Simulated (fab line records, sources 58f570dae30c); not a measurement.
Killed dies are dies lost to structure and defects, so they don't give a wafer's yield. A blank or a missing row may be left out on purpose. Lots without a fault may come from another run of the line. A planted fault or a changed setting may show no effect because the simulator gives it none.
Tool commonality check | flow berkeley_cmos170 | 15 lots, 45 wafers sampled

WHY IT WAS OPENED
At UCB170_NVT_TW_MEAS_09 the reading NVT_TW is flagged on 3 of 15 lots. Wafers without a fault read 526, standard deviation 4.6.
Rule: a lot is flagged when every wafer of it that has a number lies more than 4 standard deviations from that mean, or none has a number. The other lots count as sound.

lot  | measured     | on            | NVT_TW, wafer by wafer | flag
L346 | day 5 21:45  | film_metro-02 | 525 529 525            |
L350 | day 6 11:26  | film_metro-01 | 529 526 528            |
L349 | day 6 11:32  | film_metro-04 | 521 520 522            |
L348 | day 6 11:43  | film_metro-02 | 521 518 522            |
L351 | day 7 09:31  | film_metro-01 | 527 526 527            |
L352 | day 7 15:43  | film_metro-04 | 525 524 525            |
L353 | day 7 16:01  | film_metro-04 | 522 525 520            |
L355 | day 7 16:07  | film_metro-04 | 650 646 654            | FLAGGED
L354 | day 7 16:17  | film_metro-04 | 520 522 521            |
L358 | day 8 10:11  | film_metro-01 | 529 534 532            |
L357 | day 8 11:10  | film_metro-01 | 533 530 531            |
L363 | day 9 12:36  | film_metro-04 | 653 650 650            | FLAGGED
L364 | day 9 19:18  | film_metro-02 | 648 646 649            | FLAGGED
L367 | day 10 00:49 | film_metro-01 | 533 530 531            |
L365 | day 10 01:04 | film_metro-04 | 524 522 522            |
The numbers of the flagged lots are 650 on average: +124 against the usual, or +27 standard deviations.

WHICH TOOL RAN EACH LOT
The record holds 1 process step before the reading, out of a route of 331 steps. In each cell: the tool, then ch and the chambers that the sampled wafers went through, then the start.
lot  | flag    | UCB170_NVT_IMPLANT_07
L346 |         | implanter-04 ch 0, day 5 21:30
L350 |         | implanter-04 ch 0, day 6 11:12
L349 |         | implanter-03 ch 0, day 6 11:17
L348 |         | implanter-04 ch 0, day 6 11:28
L351 |         | implanter-02 ch 0, day 7 09:17
L352 |         | implanter-03 ch 0, day 7 15:31
L353 |         | implanter-04 ch 0, day 7 15:46
L355 | FLAGGED | implanter-02 ch 0, day 7 15:22
L354 |         | implanter-02 ch 0, day 7 16:04
L358 |         | implanter-04 ch 0, day 8 09:58
L357 |         | implanter-04 ch 0, day 8 10:55
L363 | FLAGGED | implanter-04 ch 0, day 9 12:04
L364 | FLAGGED | implanter-03 ch 0, day 9 18:45
L367 |         | implanter-04 ch 0, day 10 00:36
L365 |         | implanter-04 ch 0, day 10 00:50
What these steps do:
- UCB170_NVT_IMPLANT_07
- UCB170_NVT_TW_MEAS_09

FLAGGED OVER TOTAL, TOOL BY TOOL (the gauges that took the reading come last)
step                  | tool          | lots run | flagged | share of the flagged lots | sound lots run after its first flagged lot
UCB170_NVT_IMPLANT_07 | implanter-02  | 3        | 1       | some                      | 1 (L354)
UCB170_NVT_IMPLANT_07 | implanter-03  | 3        | 1       | some                      | 0
UCB170_NVT_IMPLANT_07 | implanter-04  | 9        | 1       | some                      | 2 (L367,L365)
UCB170_NVT_TW_MEAS_09 | film_metro-01 | 5        | 0       | none                      | -
UCB170_NVT_TW_MEAS_09 | film_metro-02 | 3        | 1       | some                      | 0
UCB170_NVT_TW_MEAS_09 | film_metro-04 | 7        | 2       | some                      | 2 (L354,L365)

WHAT THE TABLE ALLOWS
No row of the table ran every flagged lot.

WHAT THE SIMULATOR HAD PUT IN
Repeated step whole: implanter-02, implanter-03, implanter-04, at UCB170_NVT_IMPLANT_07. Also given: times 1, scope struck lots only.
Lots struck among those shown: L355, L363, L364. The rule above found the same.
